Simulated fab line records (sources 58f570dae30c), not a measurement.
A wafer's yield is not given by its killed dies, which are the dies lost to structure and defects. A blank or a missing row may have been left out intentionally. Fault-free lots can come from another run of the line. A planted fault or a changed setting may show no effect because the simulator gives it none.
Chamber matching :: flow berkeley cmos170 :: UCB170_GATE_ETCH_14 on rie diel-03 has 4 sister chambers
The step etches BARC in N2/H2. 8 wafers are shown with their chamber, then 7 later ones without.

== EACH WAFER AND ITS CHAMBER ==
wafer: L542.3
chamber: 2
drypump motor current A (A): 6.6
throttle valve pct (%): 13.16

wafer: L543.1
chamber: 0
drypump motor current A (A): 5.3
throttle valve pct (%): 13.23

wafer: L543.5
chamber: 3
drypump motor current A (A): 6.0
throttle valve pct (%): 13.21

wafer: L545.2
chamber: 1
drypump motor current A (A): 6.0
throttle valve pct (%): 13.19

wafer: L545.4
chamber: 0
drypump motor current A (A): 5.3
throttle valve pct (%): 13.23

wafer: L545.6
chamber: 3
drypump motor current A (A): 6.0
throttle valve pct (%): 13.22

wafer: L548.1
chamber: 2
drypump motor current A (A): 6.7
throttle valve pct (%): 13.16

wafer: L548.2
chamber: 1
drypump motor current A (A): 6.0
throttle valve pct (%): 13.19

== WAFERS MISSING THEIR CHAMBER ==
wafer: L548.5
drypump motor current A (A): 6.0
throttle valve pct (%): 13.20

wafer: L556.1
drypump motor current A (A): 5.3
throttle valve pct (%): 13.21

wafer: L556.2
drypump motor current A (A): 6.0
throttle valve pct (%): 13.22

wafer: L556.4
drypump motor current A (A): 6.6
throttle valve pct (%): 13.16

wafer: L561.1
drypump motor current A (A): 5.3
throttle valve pct (%): 13.24

wafer: L561.3
drypump motor current A (A): 6.7
throttle valve pct (%): 13.15

wafer: L561.4
drypump motor current A (A): 6.0
throttle valve pct (%): 13.22

== THE CHAMBER EACH PASSED THROUGH ==
wafer: L548.5
from the rows above: can't be placed: 1 or 3
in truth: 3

wafer: L556.1
from the rows above: 0
in truth: 0

wafer: L556.2
from the rows above: 3
in truth: 3

wafer: L556.4
from the rows above: 2
in truth: 2

wafer: L561.1
from the rows above: 0
in truth: 0

wafer: L561.3
from the rows above: 2
in truth: 2

wafer: L561.4
from the rows above: 3
in truth: 3
Correct placement for 6 of the 7. From these rows, 1 cannot be placed; in 1 the true chamber is one of the candidates. Number placed wrongly: 0.
How it was worked out, from the rows above alone: a wafer's distance from a chamber is the root of the sum, over the readings, of the square of ((its reading less the chamber's mean) divided by the reading's scatter). If the next closest chamber is less than 2 further off than the closest, the wafer can't be placed; otherwise it belongs to the closest. The mean given for a chamber averages the wafers shown for that chamber. The scatter: take each reading less its chamber's mean, square it, sum over the shown wafers, divide by the number of wafers less the number of chambers, and take the root.
